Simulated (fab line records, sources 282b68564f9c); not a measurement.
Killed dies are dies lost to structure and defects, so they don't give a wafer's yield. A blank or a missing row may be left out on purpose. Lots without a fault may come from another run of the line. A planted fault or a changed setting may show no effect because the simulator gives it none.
fab line records | flow rit_cmos
record lots=6 wafers=18 last_day=7
route steps=202 shown M1@184
lots that met no fault: from a run of the same line without faults
start_h: hours from the record's first day to the start of the lot's first wafer shown | wait_h: hours since the lot's step before | " the same as in the row above | L1.1+2: a row that stands for several wafers | - no value, or no start given | * or withheld: withheld | < > ~ a bound
route shown NAME@n: a module of which the file shows steps, and the number in the route of the first | usual: mean/standard deviation of fault-free wafers | same: alike in all rows | chamber/n: place in a boat | sites: the reading at each site | _std_site: their standard deviation | _edge_site: outer sites' mean less inner sites' | radius_mm: how far each site lies from the wafer's centre | mask NAME#n: copy n | behind: the tool/chamber that last shaped the wafer | hold: why the lot was held/for how many hours/how that ended | device: the transistor (n, p or np) that didn't switch | end of line: the same wafers' tests at the end of the route | a step without rows: its recipe alone | killed: dies lost to structure and defects at the first sort, not the wafer's yield | map: a wafer's dies, x killed, . not, _ none there
set.NAME: the setting as run; set.NAME@STEP: as run at that earlier step | model.NAME: the simulator's own value behind a step, which no gauge read
lots at some steps of the route; a table a step, a row a wafer
services: from which hour (start_h, from the record's first day; less than 0 if before it) a tool's chamber was out of use, for how many hours, and why
## steps
# step RIT_M1_SPUTTER_00
# recipe material=Al target_thk_nm=400 power_w=2000 chamber_pressure_pa=0.4 gas=Ar time_s=500 substrate_temp_c=25
# usual cathode_dc_power_W=2000.0/0.33 throttle_valve_pct=30.1/1
# columns lot.wafer tool chamber start_h wait_h cathode_dc_power_W throttle_valve_pct
L416.2 pvd_sputter-04 - 94.45 0.0 2000.2 31.8
L416.4 " - " " 2000.1 28.8
L416.6 " - " " 1999.7 29.0
L419.1 pvd_sputter-03 - 109.63 0.0 1999.9 30.3
L419.2 " - " " 1999.5 30.6
L419.4 " - " " 2000.4 29.9
L425.1 pvd_sputter-03 - 138.79 0.0 2000.3 30.4
L425.2 " - " " 2000.2 30.0
L425.3 " - " " 2000.1 30.0
L427.1 pvd_sputter-03 - 147.56 0.0 2000.3 30.0
L427.2 " - " " 2000.4 30.0
L427.3 " - " " 1999.8 30.7
L428.2 pvd_sputter-04 - 153.29 0.0 2000.0 28.7
L428.4 " - " " 1999.5 28.8
L428.5 " - " " 2000.0 28.7
L429.2 pvd_sputter-03 - 156.85 0.0 2000.4 30.0
L429.4 " - " " 2000.0 30.0
L429.5 " - " " 1999.6 30.7
# step RIT_M1_RS_MEAS_01
# recipe thk_meas_gauge=four-point-probe reads=Al_of_M1_SPUTTER_00
# usual M1_AL_RS=0.0735/0.00083
# columns lot.wafer tool chamber start_h wait_h M1_AL_RS[ohm/sq]
L416.2 film_metro-02 - 94.77 0.2 0.0746
L416.4 " - " " 0.0734
L416.6 " - " " 0.0729
L419.1 film_metro-02 - 109.92 0.1 0.0742
L419.2 " - " " 0.0745
L419.4 " - " " 0.0751
L425.1 film_metro-02 - 139.08 0.1 0.0739
L425.2 " - " " 0.0736
L425.3 " - " " 0.0731
L427.1 film_metro-03 - 147.85 0.1 0.0742
L427.2 " - " " 0.0730
L427.3 " - " " 0.0738
L428.2 film_metro-01 - 153.61 0.2 0.0737
L428.4 " - " " 0.0729
L428.5 " - " " 0.0741
L429.2 film_metro-01 - 157.16 0.2 0.0732
L429.4 " - " " 0.0725
L429.5 " - " " 0.0728
# step RIT_M1_THK_MEAS_02
# recipe thk_meas_gauge=xrf reads=Al_of_M1_SPUTTER_00
# usual M1_AL_THK=393/5.1
# columns lot.wafer tool chamber start_h wait_h M1_AL_THK[nm]
L416.2 film_metro-02 - 94.88 0.1 390
L416.4 " - " " 394
L416.6 " - " " 398
L419.1 film_metro-02 - 110.04 0.1 390
L419.2 " - " " 389
L419.4 " - " " 387
L425.1 film_metro-02 - 139.20 0.1 392
L425.2 " - " " 394
L425.3 " - " " 397
L427.1 film_metro-03 - 147.97 0.1 391
L427.2 " - " " 398
L427.3 " - " " 395
L428.2 film_metro-01 - 153.72 0.1 387
L428.4 " - " " 394
L428.5 " - " " 388
L429.2 film_metro-01 - 157.27 0.1 390
L429.4 " - " " 397
L429.5 " - " " 394
# step RIT_M1_HMDS_03
# recipe prime_time_s=60 prime_temp_c=140
# step RIT_M1_COAT_04
# recipe resist=NOVOLAK spin_rpm=2000 resist_thk_nm=1300
# step RIT_M1_SOFTBAKE_05
# recipe resist=NOVOLAK temp_c=90 time_s=60
# step RIT_M1_EXPOSE_06
# recipe mask_id=M12 na=0.6 source_shape=conventional sigma_outer=0.5 target_cd_nm=2600 dose_mj=250
# step RIT_M1_PEB_07
# recipe resist=NOVOLAK temp_c=withheld time_s=withheld
# step RIT_M1_DEVELOP_08
# recipe resist=NOVOLAK develop_time_s=68 dev_temp_c=23
# step RIT_M1_CD_MEAS_09
# recipe target_cd_nm=2600
# usual cd_nm=2599.7/2.2
# columns lot.wafer tool chamber start_h wait_h cd_nm
L416.2 cd_sem-02 - 95.83 - 2603.1
L416.4 " - " " 2602.5
L416.6 " - " " 2601.9
L419.1 cd_sem-02 - 111.13 - 2599.9
L419.2 " - " " 2599.0
L419.4 " - " " 2600.1
L425.1 cd_sem-01 - 140.18 - 2596.3
L425.2 " - " " 2595.7
L425.3 " - " " 2596.3
L427.1 cd_sem-01 - 149.04 - 2599.4
L427.2 " - " " 2597.7
L427.3 " - " " 2597.9
L428.2 cd_sem-02 - 154.86 - 2600.0
L428.4 " - " " 2599.6
L428.5 " - " " 2599.6
L429.2 cd_sem-01 - 158.35 - 2599.0
L429.4 " - " " 2599.4
L429.5 " - " " 2597.8
# step RIT_M1_OVL_MEAS_10
# usual M1_OVL=-0.4/1.2
# columns lot.wafer tool chamber start_h wait_h M1_OVL[nm]
L416.2 overlay-01 - 95.93 0.1 -0.8
L416.4 " - " " -0.8
L416.6 " - " " -0.1
L419.1 overlay-01 - 111.25 0.1 0.7
L419.2 " - " " -0.2
L419.4 " - " " -0.5
L425.1 overlay-01 - 140.30 0.1 -1.3
L425.2 " - " " -1.7
L425.3 " - " " -1.3
L427.1 overlay-02 - 149.16 0.1 -0.7
L427.2 " - " " -0.3
L427.3 " - " " -0.7
L428.2 overlay-02 - 154.96 0.1 -1.7
L428.4 " - " " -0.4
L428.5 " - " " -1.2
L429.2 overlay-02 - 158.45 0.1 0.8
L429.4 " - " " 0.7
L429.5 " - " " 0.9
# step RIT_M1_HARDBAKE_11
# recipe resist=NOVOLAK temp_c=140 time_s=120
# step RIT_M1_METAL_ETCH_12
# recipe stop_on=SiO2 chemistry=Cl2/BCl3 target=Al time_s=165 over_etch_frac=0.5 pressure_mtorr=100 target_depth_a=6000 rf_w=250 Cl2_flow_sccm=60 bcl3_flow_sccm=50
# usual drypump_motor_current_A=5.7/0.33 mfc_cl2_sccm=60.01/0.17 oes_product_au=0.772/0.015 throttle_valve_pct=8.23/0.1
# columns lot.wafer tool chamber start_h wait_h drypump_motor_current_A mfc_cl2_sccm oes_product_au rf_hours_counter_h throttle_valve_pct model.NOVOLAK_of_M1_COAT_04.thk_nm model.M1.feature_depth_nm model.etch.depth_nm
L416.2 rie_metal-01 0 96.21 0.2 5.8 59.83 0.758 3 8.37 807.6 427.5 394.1
L416.4 " 0 " " 5.8 59.98 0.768 - 8.37 810.4 433.2 400
L416.6 " 0 " " 5.9 59.89 0.764 - 8.37 808.5 436.5 403.1
L419.1 rie_metal-01 1 111.53 0.2 6.0 60.15 0.764 3 8.23 815.3 427.8 395.7
L419.2 " 0 " " 5.8 60.14 0.762 3 8.35 810.5 427.1 393.7
L419.4 " 1 " " 6.0 59.84 0.763 - 8.25 815.3 422.7 390.8
L425.1 rie_metal-01 1 140.58 0.2 6.0 59.96 0.699 3 8.25 952 343.2 343.2
L425.2 " 0 " " 5.8 60.21 0.766 3 8.37 814.5 431.3 398
L425.3 " 1 " " 6.0 59.89 0.715 - 8.27 953.3 343.1 343.1
L427.1 rie_metal-01 1 149.45 0.2 6.0 59.64 0.704 4 8.26 949.7 340.7 340.7
L427.2 " 0 " " 5.8 60.06 0.768 3 8.38 815.2 435 402
L427.3 " 1 " " 6.0 59.91 0.710 - 8.26 948.7 340.6 340.6
L428.2 rie_metal-04 1 155.24 0.2 5.9 59.70 0.795 2 8.31 793.2 433.1 398.4
L428.4 " 1 " " 5.9 60.08 0.798 - 8.32 793.2 436.4 401.6
L428.5 " 1 " " 6.0 60.02 0.785 - 8.30 791.2 430.9 396.2
L429.2 rie_metal-03 0 158.73 0.2 5.0 60.06 0.787 0 8.22 797.9 434.9 401.6
L429.4 " 0 " " 5.0 60.01 0.792 - 8.20 800.7 438.1 404.8
L429.5 " 0 " " 5.0 59.98 0.794 - 8.21 800.5 436.7 403.4
# step RIT_M1_STRIP_13
# recipe chemistry=nmp resist=NOVOLAK temp_c=80 time_s=600 dry=n2_spin
# step RIT_M1_STRIP_14
# recipe chemistry=O2 time_s=180 platen_temp_c=withheld power_w=500 pressure_mtorr=4000 o2_flow_sccm=4000
# usual drypump_motor_current_A=6.3/0.34
# columns lot.wafer tool chamber start_h wait_h drypump_motor_current_A rf_hours_counter_h
L416.2 plasma_asher-04 1 96.58 0.0 5.7 31
L416.4 " 0 " " 6.6 -
L416.6 " 0 " " 6.6 -
L419.1 plasma_asher-03 1 111.87 0.0 6.2 47
L419.2 " 0 " " 6.6 47
L419.4 " 1 " " 6.2 -
L425.1 plasma_asher-04 0 140.92 0.0 6.6 37
L425.2 " 1 " " 5.7 37
L425.3 " 0 " " 6.6 -
L427.1 plasma_asher-04 1 149.78 0.0 5.7 38
L427.2 " 0 " " 6.6 38
L427.3 " 0 " " 6.6 -
L428.2 plasma_asher-03 1 155.58 0.0 6.2 51
L428.4 " 0 " " 6.6 -
L428.5 " 1 " " 6.2 -
L429.2 plasma_asher-04 0 159.07 0.0 6.6 39
L429.4 " 1 " " 5.7 -
L429.5 " 1 " " 5.7 -
# step RIT_M1_CD_MEAS_90
# recipe target_cd_nm=2600
# usual cd_nm=2598/3.9
# columns lot.wafer tool chamber start_h wait_h cd_nm
L416.2 cd_sem-01 - 96.78 0.1 2600
L416.4 " - " " 2601
L416.6 " - " " 2601
L419.1 cd_sem-01 - 112.05 0.1 2600
L419.2 " - " " 2600
L419.4 " - " " 2601
L425.1 cd_sem-02 - 141.10 0.1 2606
L425.2 " - " " 2594
L425.3 " - " " 2607
L427.1 cd_sem-01 - 149.96 0.1 2611
L427.2 " - " " 2599
L427.3 " - " " 2609
L428.2 cd_sem-01 - 155.78 0.1 2595
L428.4 " - " " 2592
L428.5 " - " " 2593
L429.2 cd_sem-02 - 159.26 0.1 2596
L429.4 " - " " 2596
L429.5 " - " " 2595
# step RIT_M1_ANNEAL_15
# recipe temp_c=450 time_s=1800 ambient=forming_gas_H2N2
# step RIT_M1_PROBE_99
# usual defect_limited_yield=97.1/1.1 killed_at_M0_to_M3=0.0/0.14 killed_at_contacts=0.1/0.29 killed_at_front_end=7/3 killed_dies=8/3 killed_on_rim=2.0/1.5 killed_open=3.7/2 killed_short=3.8/2.1 sort_bin_3_pad_short=0.2/0.28 sort_bin_5_function=1.6/0.88 sort_bin_6_memory=1.1/0.67 sort_n_pass=256/3 sort_yield_pct=97.1/1.1
# same gross_dies=264 killed_at_M4_up=0 killed_at_back_side=0 killed_at_other=0
# columns lot.wafer tool chamber start_h wait_h defect_limited_yield[%] killed_at_M0_to_M3 killed_at_contacts killed_at_front_end killed_dies killed_on_rim killed_open killed_short sort_bin_3_pad_short[%] sort_bin_5_function[%] sort_bin_6_memory[%] sort_n_pass sort_yield_pct[%] model.etest.tester.sort_n_pass model.etest.tester.sort_bin_5_pct model.etest.tester.sort_yield_pct model.etest.nmos_narrow.short model.etest.contact_ppoly.short model.etest.antenna_poly.over_limit model.etest.contact_to_gate.short model.etest.retro_edge_pmos.over_limit
L416.2 prober-01 - 98.55 0.1 97.3 0 0 7 7 1 3 4 0 1.9 0.8 257 97.3 257 1.894 97.35 0 0 0 0 0
L416.4 prober-01 - 98.65 0.2 96.6 0 0 9 9 2 5 4 0.4 2.3 0.8 255 96.6 255 2.273 96.59 0 0 0 0 0
L416.6 prober-01 - 98.75 0.2 97.0 0 0 8 8 5 3 5 0 1.1 1.9 256 97.0 256 1.136 96.97 0 0 0 0 0
L419.1 prober-02 - 113.79 0.1 96.6 0 0 9 9 2 5 4 0 2.3 1.1 255 96.6 255 2.273 96.59 0 0 0 0 0
L419.2 prober-02 - 113.84 0.1 99.2 0 0 2 2 0 0 2 0.4 0.4 0 262 99.2 262 0.3788 99.24 0 0 0 0 0
L419.4 prober-02 - 113.94 0.2 96.6 0 1 8 9 3 2 7 0 1.5 1.9 255 96.6 255 1.515 96.59 0 0 0 0 0
L425.1 prober-02 - 142.96 0.1 0 253 0 11 264 70 5 6 0 98.5 1.5 0 0 0 98.48 0 1 1 1 1 1
L425.2 prober-02 - 143.01 0.1 96.2 0 0 10 10 1 6 4 0 2.3 1.5 254 96.2 254 2.273 96.21 0 0 0 0 0
L425.3 prober-02 - 143.06 0.2 0 255 0 9 264 70 3 6 0 97.7 2.3 0 0 0 97.73 0 1 1 1 1 1
L427.1 prober-02 - 151.70 0.1 0 252 0 12 264 70 7 5 0.4 97.3 2.3 0 0 0 97.35 0 1 1 1 1 1
L427.2 prober-02 - 151.75 0.1 96.2 0 0 10 10 2 2 8 0.8 1.9 1.1 254 96.2 254 1.894 96.21 0 0 0 0 0
L427.3 prober-02 - 151.80 0.2 0 258 0 6 264 70 2 4 0 99.2 0.8 0 0 0 99.24 0 1 1 1 1 1
L428.2 prober-01 - 157.55 0.1 96.2 0 0 10 10 0 6 4 0 3.0 0.8 254 96.2 254 3.03 96.21 0 0 0 0 0
L428.4 prober-01 - 157.65 0.2 97.3 0 0 7 7 1 3 4 0 1.5 1.1 257 97.3 257 1.515 97.35 0 0 0 0 0
L428.5 prober-01 - 157.70 0.2 95.1 0 1 12 13 5 7 6 0.4 2.3 2.3 251 95.1 251 2.273 95.08 0 0 0 0 0
L429.2 prober-02 - 161.03 0.1 98.5 0 0 4 4 1 2 2 0 0.8 0.8 260 98.5 260 0.7576 98.48 0 0 0 0 0
L429.4 prober-02 - 161.13 0.2 98.9 0 0 3 3 1 1 2 0 0.8 0.4 261 98.9 261 0.7576 98.86 0 0 0 0 0
L429.5 prober-02 - 161.18 0.2 98.9 0 0 3 3 0 1 2 0.4 0.4 0.4 261 98.9 261 0.3788 98.86 0 0 0 0 0
# killed by level:class
L416.2 SPACER:geometric_particle:short=2 FOX1:geometric_particle:open=1 GATE:geometric_particle:short=1 GATE:geometric_particle:open=1 REOX:geometric_particle:short=1 SPACER:geometric_particle:open=1
L416.4 GATE:geometric_particle:open=3 REOX:geometric_particle:short=2 FOX1:geometric_particle:short=1 FOX1:geometric_particle:open=1 GATE:geometric_particle:short=1 REOX:geometric_particle:open=1
L416.6 GATE:geometric_particle:short=4 FOX1:geometric_particle:open=2 SILICIDE:geometric_particle:open=1 SILICIDE:geometric_particle:short=1
L419.1 FOX2:geometric_particle:short=3 GATE:geometric_particle:open=2 REOX:geometric_particle:open=2 REOX:geometric_particle:short=1 SPACER:geometric_particle:open=1
L419.2 GATE:geometric_particle:short=2
L419.4 FOX2:geometric_particle:short=3 REOX:geometric_particle:open=2 SILICIDE:geometric_particle:short=2 REOX:geometric_particle:short=1 CONTACT:geometric_particle:short=1
L425.1 M1:area_etch=253 FOX2:geometric_particle:short=3 GATE:geometric_particle:short=3 SPACER:geometric_particle:open=2 SILICIDE:geometric_particle:open=2 FOX1:geometric_particle:open=1
L425.2 GATE:geometric_particle:open=4 FOX1:geometric_particle:short=1 FOX1:geometric_particle:open=1 GATE:geometric_particle:short=1 SPACER:geometric_particle:open=1 SPACER:geometric_particle:short=1 SILICIDE:geometric_particle:short=1
L425.3 M1:area_etch=255 GATE:geometric_particle:short=2 GATE:geometric_particle:open=2 SPACER:geometric_particle:short=2 FOX1:geometric_particle:short=1 REOX:geometric_particle:short=1 SPACER:geometric_particle:open=1
L427.1 M1:area_etch=252 GATE:geometric_particle:open=4 SILICIDE:geometric_particle:open=3 REOX:geometric_particle:short=2 FOX1:geometric_particle:short=1 FOX2:geometric_particle:short=1 GATE:geometric_particle:short=1
L427.2 GATE:geometric_particle:short=4 REOX:geometric_particle:short=2 FOX1:geometric_particle:short=1 GATE:geometric_particle:open=1 REOX:geometric_particle:open=1 SPACER:geometric_particle:short=1
L427.3 M1:area_etch=258 GATE:geometric_particle:open=2 ACTIVE:geometric_particle:short=1 GATE:geometric_particle:short=1 REOX:geometric_particle:short=1 SPACER:geometric_particle:short=1
L428.2 GATE:geometric_particle:short=3 GATE:geometric_particle:open=3 FOX1:geometric_particle:open=1 FOX2:geometric_particle:open=1 SILICIDE:geometric_particle:open=1 SILICIDE:geometric_particle:short=1
L428.4 SILICIDE:geometric_particle:short=2 FOX1:geometric_particle:short=1 GATE:geometric_particle:open=1 REOX:geometric_particle:open=1 REOX:geometric_particle:short=1 SPACER:geometric_particle:open=1
L428.5 FOX1:geometric_particle:short=3 GATE:geometric_particle:short=3 GATE:geometric_particle:open=2 SPACER:geometric_particle:open=2 FOX1:geometric_particle:open=1 SILICIDE:geometric_particle:open=1 CONTACT:geometric_particle:open=1
L429.2 FOX1:geometric_particle:short=1 GATE:geometric_particle:short=1 GATE:geometric_particle:open=1 SPACER:geometric_particle:open=1
L429.4 FOX1:geometric_particle:short=1 REOX:geometric_particle:open=1 SILICIDE:geometric_particle:short=1
L429.5 FOX1:geometric_particle:short=1 GATE:geometric_particle:open=1 GATE:geometric_particle:short=1
# map L425.1 (x killed, . not)
________xxxxxxx_______
_____xxxxxxxxxxxxx____
____xxxxxxxxxxxxxxx___
___xxxxxxxxxxxxxxxxx__
__xxxxxxxxxxxxxxxxxxx_
__xxxxxxxxxxxxxxxxxxx_
_xxxxxxxxxxxxxxxxxxxxx
_xxxxxxxxxxxxxxxxxxxxx
_xxxxxxxxxxxxxxxxxxxxx
_xxxxxxxxxxxxxxxxxxxxx
__xxxxxxxxxxxxxxxxxxx_
__xxxxxxxxxxxxxxxxxxx_
___xxxxxxxxxxxxxxxxx__
____xxxxxxxxxxxxxxx___
_____xxxxxxxxxxxxx____
________xxxxxxx_______
# map L427.1 (x killed, . not)
________xxxxxxx_______
_____xxxxxxxxxxxxx____
____xxxxxxxxxxxxxxx___
___xxxxxxxxxxxxxxxxx__
__xxxxxxxxxxxxxxxxxxx_
__xxxxxxxxxxxxxxxxxxx_
_xxxxxxxxxxxxxxxxxxxxx
_xxxxxxxxxxxxxxxxxxxxx
_xxxxxxxxxxxxxxxxxxxxx
_xxxxxxxxxxxxxxxxxxxxx
__xxxxxxxxxxxxxxxxxxx_
__xxxxxxxxxxxxxxxxxxx_
___xxxxxxxxxxxxxxxxx__
____xxxxxxxxxxxxxxx___
_____xxxxxxxxxxxxx____
________xxxxxxx_______
## services
# columns tool chamber start_h hours kind
pvd_sputter-04 - 74.58 2.1 repair
plasma_asher-03 - 116.76 2.8 pm
rie_metal-04 - 130.36 2.8 pm
rie_metal-03 - 136.12 20.0 pm
rie_metal-03 0 136.12 20.0 vent_cycle
rie_metal-03 1 136.12 20.0 vent_cycle
rie_metal-03 0 156.12 - clean
rie_metal-03 1 156.12 - clean
## key
first_sign step=RIT_M1_METAL_ETCH_12 reading=oes_product_au direction=down sigmas=4.4 usual=0.772 struck=0.707
effect step=RIT_M1_CD_MEAS_90 reading=cd_nm direction=up sigmas=2.7 usual=2598 struck=2608
effect step=RIT_M1_PROBE_99 reading=killed_at_M0_to_M3 direction=up sigmas=99+ usual=0.0 struck=254.5
model_effect step=RIT_M1_METAL_ETCH_12 value=NOVOLAK_of_M1_COAT_04.thk_nm without=816.5 struck=950.9
model_effect step=RIT_M1_PROBE_99 value=etest.tester.sort_n_pass without=254.5 struck=0
more_kills_born_at RIT_M1_METAL_ETCH_12@rie_metal-01=1018
met_at RIT_M1_METAL_ETCH_12
struck_wafers L425.1,L425.3,L427.1,L427.3
later_rows_left_out L425.1,L425.3,L427.1,L427.3
onset_between 111.53 140.58
fault kind=process_parameter_drift tool=rie_metal-01 chamber=1 onset_h=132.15 steps=RIT_M1_METAL_ETCH_12 channel=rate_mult offset=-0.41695 shape=step end_h=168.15
# later_rows_left_out: the simulator's readings of these wafers behind a module that went badly wrong aren't trusted and aren't shown, but for the sort
